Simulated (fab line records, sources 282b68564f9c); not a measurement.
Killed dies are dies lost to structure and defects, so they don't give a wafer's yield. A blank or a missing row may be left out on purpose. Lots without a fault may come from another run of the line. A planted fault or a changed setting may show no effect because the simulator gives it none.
Split-lot experiment | flow rit_cmos | 5 lots, 23 wafers read, on a route of 202 steps

THE SPLIT
At RIT_M1_EXPOSE_06 (exposes mask M12, target cd 2600 nm), the setting dose_mj was moved away from the recipe's 250 on 6 of the 23 wafers read, by -7.1% to +7.0%. The other wafers ran this setting at the recipe's value.

FROM THE SPLIT TO THE READING: what the file shows between them, 5 steps
- RIT_M1_PEB_07
- RIT_M1_DEVELOP_08: develop time 69.88 s
- RIT_M1_CD_MEAS_09: target cd 2600 nm
- RIT_M1_STRIP_13: strips in nmp, time 600 s (also split here: time_s)
- RIT_M1_STRIP_14: strips in O2, time 180 s

THE READING
cd_nm, in nm, at RIT_M1_CD_MEAS_90 (target cd 2600 nm). Fault-free wafers of this fab line usually give 2599.5 nm, standard deviation 2.5 nm.

wafer  | tool, chamber at the split | dose_mj as run | against the recipe | cd_nm, nm | against lot-mates on the recipe
L074.1 | iline_stepper-02, 0        | 250            | recipe             | 2595.4    | -
L074.3 | iline_stepper-02, 0        | 250            | recipe             | 2595.1    | -
L074.5 | iline_stepper-02, 0        | 250            | recipe             | 2596.7    | -
L079.1 | iline_stepper-02, 0        | 232.2          | -7.1%              | 2623.2    | +24.3
L079.2 | iline_stepper-02, 0        | 232.2          | -7.1%              | 2621.0    | +22.1
L079.3 | iline_stepper-02, 0        | 250            | recipe             | 2597.1    | -
L079.5 | iline_stepper-02, 0        | 250            | recipe             | 2600.7    | -
L079.6 | iline_stepper-02, 0        | 232.2          | -7.1%              | 2622.2    | +23.3
L080.2 | iline_stepper-01, 0        | 250            | recipe             | 2596.8    | -
L080.3 | iline_stepper-01, 0        | 250            | recipe             | 2601.5    | -
L080.4 | iline_stepper-01, 0        | 267.6          | +7.0%              | 2580.2    | -19.0
L080.5 | iline_stepper-01, 0        | 267.6          | +7.0%              | 2581.7    | -17.5
L080.6 | iline_stepper-01, 0        | 267.6          | +7.0%              | 2583.2    | -16.0
L082.2 | iline_stepper-02, 0        | 250            | recipe             | 2599.1    | -
L082.3 | iline_stepper-02, 0        | 250            | recipe             | 2599.7    | -
L082.4 | iline_stepper-02, 0        | 250            | recipe             | 2601.3    | -
L082.5 | iline_stepper-02, 0        | 250            | recipe             | 2601.5    | -
L082.6 | iline_stepper-02, 0        | 250            | recipe             | 2598.2    | -
L085.1 | iline_stepper-01, 0        | 250            | recipe             | 2601.2    | -
L085.2 | iline_stepper-01, 0        | 250            | recipe             | 2597.0    | -
L085.4 | iline_stepper-01, 0        | 250            | recipe             | 2598.1    | -
L085.5 | iline_stepper-01, 0        | 250            | recipe             | 2600.7    | -
L085.6 | iline_stepper-01, 0        | 250            | recipe             | 2600.6    | -

THE FIT
A straight line over all 23 wafers: cd_nm changes by -2.86 nm for each +1% of dose_mj; r = -0.98; the points scatter about the line by 2.4 nm.
The same after taking each lot's own level away (the mean of its wafers on the recipe; 23 wafers): -2.87 nm for each +1%; r = -0.98; scatter 2 nm.
On that fit, the largest move of dose_mj shifts the reading by 20 nm.
The lots' own levels span 2595.73 to 2599.96 nm, that is 1.7 times the standard deviation above.
So the lot-to-lot level changes the slope little: the two slopes agree.
Check: with one of the wafers moved furthest among these (-7.1%) left out of the fit, the line predicts +20.4 nm for it against its lot-mates. It came out at +24.3 nm against them.

OTHER SPLITS ON THESE WAFERS
These wafers also went through other splits before the reading. Each is held against what the fit with the lots' levels taken away leaves over:
other split on the same wafers | wafers away from the commonest value | r with cd_nm (lot level and that fit taken away)
RIT_CONTACT_ETCH_11 time_s     | 7                                    | -0.10
RIT_M1_SOFTBAKE_05 temp_c      | 7                                    | -0.53
RIT_M1_STRIP_13 time_s         | 15                                   | -0.09

THE WHOLE CHAIN: every reading that the file lists as answering this split, in the file's order
step              | what it does         | reading                                                   | change (the file's fit)              | r (the file's)
RIT_M1_DEVELOP_08 | develop time 69.88 s | M1.cd_nm (the simulator's own value, which no gauge read) | -2.91 nm for each +1% of the setting | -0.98
RIT_M1_CD_MEAS_09 | target cd 2600 nm    | cd_nm                                                     | -2.9 nm for each +1% of the setting  | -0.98
RIT_M1_CD_MEAS_90 | target cd 2600 nm    | cd_nm                                                     | -2.87 nm for each +1% of the setting | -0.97

THE FILE'S OWN FIT
cd_nm changes by -2.87 nm for each +1% of dose_mj, r = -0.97.
